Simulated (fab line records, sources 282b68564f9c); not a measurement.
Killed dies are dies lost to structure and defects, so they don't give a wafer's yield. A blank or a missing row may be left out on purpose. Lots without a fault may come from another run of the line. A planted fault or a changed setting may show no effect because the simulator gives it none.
Which tool did it? | flow rit_cmos | 13 lots, 39 wafers sampled, at 2 steps of a route of 202

WHAT THE GAUGES READ, wafer by wafer
RIT_ACTIVE_CD_MEAS_11: target cd 1400 nm. Usual: cd_nm 1399.7 nm, standard deviation 2.3.
lot  | measured    | on        | cd_nm (nm)           | flag
L145 | day 1 14:47 | cd_sem-01 | 1402.8 1401.8 1400.2 |
L146 | day 1 19:35 | cd_sem-02 | 1397.7 1401.6 1400.3 |
L147 | day 2 00:34 | cd_sem-01 | 1396.5 1395.0 1397.3 |
L148 | day 2 05:34 | cd_sem-02 | 1395.9 1397.5 1396.9 |
L151 | day 2 20:42 | cd_sem-01 | 1396.8 1398.5 1395.5 |
L152 | day 3 03:31 | cd_sem-02 | 1400.3 1399.0 1398.4 |
L153 | day 3 06:29 | cd_sem-01 | 1396.2 1395.8 1395.6 |
L154 | day 3 11:57 | cd_sem-02 | 1402.6 1401.7 1400.6 |
L155 | day 3 17:50 | cd_sem-02 | 1401.8 1399.3 1399.1 |
L156 | day 3 21:34 | cd_sem-02 | 1398.1 1400.2 1401.0 |
L157 | day 4 04:14 | cd_sem-02 | 1396.5 1398.8 1396.5 |
L161 | day 5 00:38 | cd_sem-01 | 1385.1 1299.5 1388.3 | OFF
L167 | day 6 04:29 | cd_sem-02 | 1402.2 1401.4 1401.0 |

WHICH TOOL RAN EACH LOT (tool, then ch and the chambers of the sampled wafers, then the start)
lot  | RIT_ACTIVE_EXPOSE_08
L145 | iline_stepper-01 ch 0, day 1 14:23
L146 | iline_stepper-01 ch 0, day 1 19:10
L147 | iline_stepper-02 ch 0, day 2 00:10
L148 | iline_stepper-01 ch 0, day 2 05:10
L151 | iline_stepper-02 ch 0, day 2 20:18
L152 | iline_stepper-01 ch 0, day 3 03:07
L153 | iline_stepper-01 ch 0, day 3 06:05
L154 | iline_stepper-02 ch 0, day 3 11:33
L155 | iline_stepper-02 ch 0, day 3 17:26
L156 | iline_stepper-01 ch 0, day 3 21:10
L157 | iline_stepper-01 ch 0, day 4 03:50
L161 | iline_stepper-01 ch 0, day 5 00:14
L167 | iline_stepper-02 ch 0, day 6 04:05
- RIT_ACTIVE_EXPOSE_08: exposes mask M1, target cd 1400 nm.

WHAT THE TOOLS THEMSELVES READ (means of the sampled wafers that have a number; where no wafer has one, the mark that the record gives instead)
RIT_ACTIVE_EXPOSE_08. Usual: exposure_dose_mJ_cm2 225.02, standard deviation 0.23.
lot  | tool             | exposure_dose_mJ_cm2 | flag
L145 | iline_stepper-01 | 225.20               |
L146 | iline_stepper-01 | 225.14               |
L147 | iline_stepper-02 | 224.92               |
L148 | iline_stepper-01 | 224.78               |
L151 | iline_stepper-02 | 224.76               |
L152 | iline_stepper-01 | 225.07               |
L153 | iline_stepper-01 | 224.89               |
L154 | iline_stepper-02 | 225.25               |
L155 | iline_stepper-02 | 224.96               |
L156 | iline_stepper-01 | 224.85               |
L157 | iline_stepper-01 | 224.99               |
L161 | iline_stepper-01 | 217.87               | OFF
L167 | iline_stepper-02 | 224.99               |

THE ANSWER, worked out from the rows above alone
Rule: a lot is off if the mean of its wafers that have a number lies more than 3 standard deviations from the usual mean. A lot without any number at a reading at which 4 lots or more have one is off too. The other lots that the step has rows for count as sound. The gauges are gone through in route order, then the tools' own readings, and for those a lot's mean is taken as printed above. The first step at which some lot is off is used, and at that step the reading that is off furthest; a lot without a number counts as furthest.
Off: L161, at RIT_ACTIVE_CD_MEAS_11 (cd_nm).
A tool fits if, at a process step before that reading, it ran every lot that is off, and no sound lot after the first of them. The gauges at RIT_ACTIVE_CD_MEAS_11 aren't tried: what is off there is off at RIT_ACTIVE_EXPOSE_08 too, on other tools, and a gauge's error can't cause that. One fits: iline_stepper-01 at RIT_ACTIVE_EXPOSE_08. Its last sound lot is L157 (day 4 03:50), its first lot that is off L161 (day 5 00:14): a fault that began between those two fits.
The tool's own readings at RIT_ACTIVE_EXPOSE_08 bear it out: on the lots that are off they differ by more than 5 times the standard deviation of the sound lots' means. exposure_dose_mJ_cm2 reads 217.87 there against 224.98 on the sound lots.

WHAT THE SIMULATOR HAD PUT IN
Process parameter drift: iline_stepper-01, from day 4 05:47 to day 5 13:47, at RIT_ACTIVE_EXPOSE_08. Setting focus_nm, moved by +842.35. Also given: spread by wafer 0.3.
Lots struck among those shown: L161. The rule above found the same.
